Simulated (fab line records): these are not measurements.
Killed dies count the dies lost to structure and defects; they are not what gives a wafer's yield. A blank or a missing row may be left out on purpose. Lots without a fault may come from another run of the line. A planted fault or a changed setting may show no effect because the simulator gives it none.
fab line records	flow berkeley-cmos170
record: lots: 14	wafers: 42	last-day: 14
route steps=331 shown NWELL@29 ACTIVE@63 PFIELD@85 SACOX@98
lots untouched by any fault: they come from a run of this same line in which no faults occurred
start-h: hours from the record's first day to the start of the lot's first wafer shown	wait-h: hours since the lot's step before	" same as the row above	L1.1+2: a single row standing in for several wafers	- no value present, or no start provided	* or withheld: withheld	< > ~ a bound
route shown NAME@n: a module of which the file shows steps, and the number in the route of the first	usual: average and standard deviation across the fault-free wafers	same: alike in all rows	chamber/n: place in a boat	sites: the reading at each site	_std_site: standard deviation across them	_edge_site: inner sites' mean taken away from outer sites' mean	radius-mm: how far each site lies from the wafer's centre	mask NAME#n: copy n	behind: the tool/chamber that last shaped the wafer	hold: cause of the lot's hold/its duration in hours/its outcome	device: whichever transistor did not switch (one of n, p or np)	end of line: the route-end tests of the same wafers	where a step has no rows: the recipe by itself	killed: dies lost to structure and defects at the first sort, not the wafer's yield	map: a wafer's dies, marking killed ones x, the rest . and places with no die _
set.NAME: the run value of the setting; set.NAME@STEP: its run value at that earlier step	model.NAME: the simulator's own value behind a step, which no gauge read
route steps across a sampled set of lots; one table per step, one row per wafer
services: from which hour (start-h, from the record's first day; less than 0 if before it) a tool's chamber was out of use, for how many hours, and why
== steps ==
step: UCB170_NWELL_STRIP_15
recipe: chemistry: O2	power-w: 400	pressure-mtorr: 3500	platen-temp-c: withheld	o2-flow-sccm: 400	overash-fraction: 0.5
usual: drypump-motor-current-A: 5.5/0.39	oes-product-au: 0.721/0.0048	strip-time-to-endpoint-s: 17.97/0.074
lot.wafer	tool	chamber	start-h	wait-h	drypump-motor-current-A	oes-product-au	rf-hours-counter-h	strip-time-to-endpoint-s
L907.3	plasma-asher-04	1	37.59	0.1	5.2	0.717	-	18.04
L907.4	"	0	"	"	5.0	0.721	-	17.93
L907.6	"	0	"	"	5.0	0.722	-	17.94
L910.1	plasma-asher-04	1	52.80	0.1	5.2	0.720	34	17.97
L910.3	"	1	"	"	5.3	0.718	-	18.01
L910.4	"	0	"	"	5.0	0.728	-	17.92
L911.1	plasma-asher-04	0	59.95	0.1	5.0	0.719	35	18.03
L911.3	"	0	"	"	5.0	0.711	-	18.10
L911.4	"	1	"	"	5.2	0.724	-	17.97
L913.2	plasma-asher-04	0	70.65	0.1	5.0	0.719	36	17.83
L913.3	"	1	"	"	5.2	0.715	-	17.98
L913.6	"	1	"	"	5.2	0.723	-	17.87
L914.3	plasma-asher-04	0	70.81	0.1	5.0	0.723	-	18.04
L914.5	"	1	"	"	5.2	0.717	-	17.95
L914.6	"	0	"	"	5.0	0.728	-	18.02
L915.1	plasma-asher-03	0	79.83	0.1	5.8	0.718	26	18.11
L915.4	"	1	"	"	5.6	0.717	-	17.95
L915.5	"	0	"	"	5.9	0.715	-	18.13
L920.1	plasma-asher-01	0	92.86	0.1	5.3	0.715	36	17.94
L920.2	"	1	"	"	6.1	0.723	36	18.02
L920.5	"	0	"	"	5.3	0.727	-	17.94
L921.4	plasma-asher-03	0	99.60	0.1	5.8	0.720	-	18.03
L921.5	"	1	"	"	5.6	0.720	-	18.00
L921.6	"	0	"	"	5.8	0.725	-	17.86
L923.1	plasma-asher-01	1	112.14	0.2	6.1	0.722	39	18.02
L923.3	"	0	"	"	5.3	0.727	-	17.98
L923.6	"	0	"	"	5.3	0.720	-	17.94
L925.2	plasma-asher-03	0	123.27	0.1	5.8	0.728	32	17.99
L925.3	"	0	"	"	5.8	0.718	-	18.04
L925.4	"	1	"	"	5.6	0.711	-	17.87
L926.3	plasma-asher-01	1	130.26	0.1	6.1	0.721	-	17.91
L926.4	"	0	"	"	5.3	0.719	-	17.91
L926.5	"	0	"	"	5.3	0.725	-	17.95
L927.1	plasma-asher-04	1	139.91	0.1	5.2	0.712	2	17.96
L927.4	"	1	"	"	5.3	0.722	-	18.03
L927.5	"	1	"	"	5.3	0.721	-	17.94
L928.2	plasma-asher-04	0	147.86	0.1	5.0	0.730	3	17.94
L928.3	"	1	"	"	5.2	0.724	-	17.91
L928.5	"	0	"	"	5.0	0.717	-	17.95
L930.1	plasma-asher-03	1	160.58	0.1	5.6	0.729	35	17.86
L930.2	"	0	"	"	5.8	0.721	35	17.95
L930.3	"	1	"	"	5.6	0.714	-	17.89
step: UCB170_ACTIVE_THK_MEAS_03
recipe: reads: SiO2_of_ACTIVE_OXIDATION_02
usual: ACTIVE_OXIDE_THK: 26.4/0.52
lot.wafer	tool	chamber	start-h	wait-h	ACTIVE_OXIDE_THK[nm]
L907.3	film-metro-04	-	80.16	0.0	25.6
L907.4	"	-	"	"	26.1
L907.6	"	-	"	"	25.6
L910.1	film-metro-01	-	95.52	0.0	26.4
L910.3	"	-	"	"	26.7
L910.4	"	-	"	"	26.6
L911.1	film-metro-02	-	103.37	0.0	25.3
L911.3	"	-	"	"	25.8
L911.4	"	-	"	"	25.5
L913.2	film-metro-04	-	103.38	0.0	25.9
L913.3	"	-	"	"	25.6
L913.6	"	-	"	"	25.3
L914.3	film-metro-01	-	109.89	0.0	26.6
L914.5	"	-	"	"	26.2
L914.6	"	-	"	"	26.3
L915.1	film-metro-01	-	129.35	0.1	25.9
L915.4	"	-	"	"	26.0
L915.5	"	-	"	"	26.1
L920.1	film-metro-04	-	138.94	0.0	26.3
L920.2	"	-	"	"	26.7
L920.5	"	-	"	"	26.8
L921.4	film-metro-01	-	145.76	0.0	26.4
L921.5	"	-	"	"	26.1
L921.6	"	-	"	"	26.6
L923.1	film-metro-02	-	163.01	0.0	27.2
L923.3	"	-	"	"	26.8
L923.6	"	-	"	"	26.1
L925.2	film-metro-02	-	170.12	0.0	26.3
L925.3	"	-	"	"	26.2
L925.4	"	-	"	"	26.6
L926.3	film-metro-04	-	180.59	0.0	26.3
L926.4	"	-	"	"	26.6
L926.5	"	-	"	"	26.3
L927.1	film-metro-01	-	190.90	0.0	26.8
L927.4	"	-	"	"	27.2
L927.5	"	-	"	"	26.8
L928.2	film-metro-04	-	198.26	0.0	26.8
L928.3	"	-	"	"	27.3
L928.5	"	-	"	"	27.0
L930.1	film-metro-01	-	207.94	0.0	25.5
L930.2	"	-	"	"	25.8
L930.3	"	-	"	"	25.5
step: UCB170_PFIELD_OVL_MEAS_06
usual: PFIELD_OVL: 0/5.6
lot.wafer	tool	chamber	start-h	wait-h	PFIELD_OVL[nm]
L907.3	overlay-01	-	92.07	-	13
L907.4	"	-	"	"	7
L907.6	"	-	"	"	2
L910.1	overlay-01	-	106.99	-	2
L910.3	"	-	"	"	7
L910.4	"	-	"	"	-3
L913.2	overlay-02	-	112.37	-	6
L913.3	"	-	"	"	6
L913.6	"	-	"	"	8
L911.1	overlay-01	-	113.36	-	-3
L911.3	"	-	"	"	3
L911.4	"	-	"	"	-1
L914.3	overlay-02	-	119.37	-	3
L914.5	"	-	"	"	6
L914.6	"	-	"	"	0
L915.1	overlay-01	-	144.40	-	-4
L915.4	"	-	"	"	7
L915.5	"	-	"	"	-4
L920.1	overlay-01	-	150.15	-	2
L920.2	"	-	"	"	-7
L920.5	"	-	"	"	-1
L921.4	overlay-01	-	158.72	-	-4
L921.5	"	-	"	"	3
L921.6	"	-	"	"	1
L923.1	overlay-02	-	175.36	-	5
L923.3	"	-	"	"	-3
L923.6	"	-	"	"	5
L925.2	overlay-01	-	180.23	-	-1
L925.3	"	-	"	"	-1
L925.4	"	-	"	"	-4
L926.3	overlay-01	-	196.00	-	6
L926.4	"	-	"	"	1
L926.5	"	-	"	"	1
L927.1	overlay-01	-	202.63	-	-15
L927.4	"	-	"	"	-12
L927.5	"	-	"	"	-16
L928.2	overlay-02	-	209.11	-	2
L928.3	"	-	"	"	0
L928.5	"	-	"	"	0
L930.1	overlay-02	-	221.98	-	0
L930.2	"	-	"	"	0
L930.3	"	-	"	"	-1
step: UCB170_SACOX_OXIDATION_01
recipe: temp-c: 900	ambient: O2	target-thk-a: 144	ox-time-s: 2400
usual: ox-temp-c: 900.0/0.39	ox-temp-c-max: 903.9/1.3
lot.wafer	tool	chamber	start-h	wait-h	ox-temp-c	ox-temp-c-max
L907.3	furnace-04	0	117.17	5.1	900.4	903.4
L907.4	"	0	"	"	899.1	903.0
L907.6	"	0	"	"	899.6	903.6
L910.1	furnace-04	0	127.11	4.9	900.3	903.1
L910.3	"	0	"	"	900.1	903.1
L910.4	"	0	"	"	900.5	904.0
L911.1	furnace-01	0	132.91	5.4	899.9	903.5
L911.3	"	0	"	"	900.2	903.6
L911.4	"	0	"	"	900.0	903.5
L913.2	furnace-01	0	132.91	5.3	899.7	903.7
L913.3	"	0	"	"	900.0	905.8
L913.6	"	0	"	"	900.2	904.2
L914.3	furnace-02	-	148.23	5.6	-	-
L914.5	"	-	"	"	-	-
L914.6	"	-	"	"	-	-
L915.1	furnace-01	-	168.71	4.8	-	-
L915.4	"	-	"	"	-	-
L915.5	"	-	"	"	-	-
L920.1	furnace-04	0	177.61	5.6	899.9	902.9
L920.2	"	0	"	"	899.7	902.0
L920.5	"	0	"	"	899.3	902.6
L921.4	furnace-04	0	177.61	1.2	900.5	903.4
L921.5	"	0	"	"	900.5	903.9
L921.6	"	0	"	"	899.7	902.5
L923.1	furnace-04	0	198.82	3.2	899.6	902.1
L923.3	"	0	"	"	900.1	902.8
L923.6	"	0	"	"	899.8	903.7
L925.2	furnace-04	0	198.82	3.2	900.0	902.3
L925.3	"	0	"	"	900.3	903.9
L925.4	"	0	"	"	899.9	902.5
L926.3	furnace-02	0	220.51	5.5	900.3	907.7
L926.4	"	0	"	"	899.8	907.5
L926.5	"	0	"	"	900.0	905.3
L927.1	furnace-02	0	228.43	4.9	899.7	908.1
L927.4	"	0	"	"	898.7	906.1
L927.5	"	0	"	"	900.2	908.1
L928.2	furnace-04	0	234.49	5.8	900.0	903.9
L928.3	"	0	"	"	900.4	903.1
L928.5	"	0	"	"	900.3	903.4
L930.1	furnace-04	0	246.26	5.1	900.7	903.2
L930.2	"	0	"	"	900.6	903.0
L930.3	"	0	"	"	900.4	904.2
== services ==
tool	chamber	start-h	hours	kind
furnace-04	-	20.30	3.7	pm
furnace-02	-	21.41	12.3	repair
furnace-02	-	38.11	3.8	pm
plasma-asher-01	-	46.52	2.8	pm
plasma-asher-03	-	52.90	1.2	repair
furnace-04	-	54.97	3.5	pm
plasma-asher-04	-	65.06	2.8	pm
plasma-asher-04	-	83.28	24.0	repair
plasma-asher-04	-	108.75	9.0	pm
plasma-asher-04	0	108.75	9.0	vent-cycle
plasma-asher-04	1	108.75	9.0	vent-cycle
plasma-asher-04	0	117.75	-	clean
plasma-asher-04	1	117.75	-	clean
furnace-02	-	132.79	4.3	pm
furnace-02	-	184.71	4.8	pm
furnace-02	-	206.60	3.1	pm
furnace-01	-	232.17	3.1	pm
furnace-01	-	235.26	3.7	pm
== key ==
first-sign: step: UCB170_SACOX_OXIDATION_01	reading: tool-record	direction: missing
effect none on later readings
met-at UCB170_SACOX_OXIDATION_01
struck-lots L914,L915
later-rows-left-out L914.3,L914.5,L914.6,L915.1,L915.4,L915.5
sort-left-out L914.3,L914.5,L914.6,L915.1,L915.4,L915.5
tester-left-out L914,L915
not-acting-at UCB170_NWELL_STRIP_15,UCB170_ACTIVE_THK_MEAS_03,UCB170_PFIELD_OVL_MEAS_06
onset-between 132.91 148.23
fault: kind: skipped-step-whole	tool: furnace-01,furnace-02	chamber: -	onset-h: 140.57	steps: UCB170_SACOX_OXIDATION_01	scope: struck-lots-only
tester-left-out: of these lots the tester's yield and bins aren't shown, on N5 and GAA mostly nor the transistor test; their killed dies are dies lost to structure and defects alone, not to doping, threshold or leakage, so they don't give the yield
sort-left-out: the simulated sort isn't trusted on such a fault, so these wafers' sort isn't shown, and their yield isn't known
later-rows-left-out: the simulator's readings of these wafers behind a module that went badly wrong aren't trusted and aren't shown, but for the sort
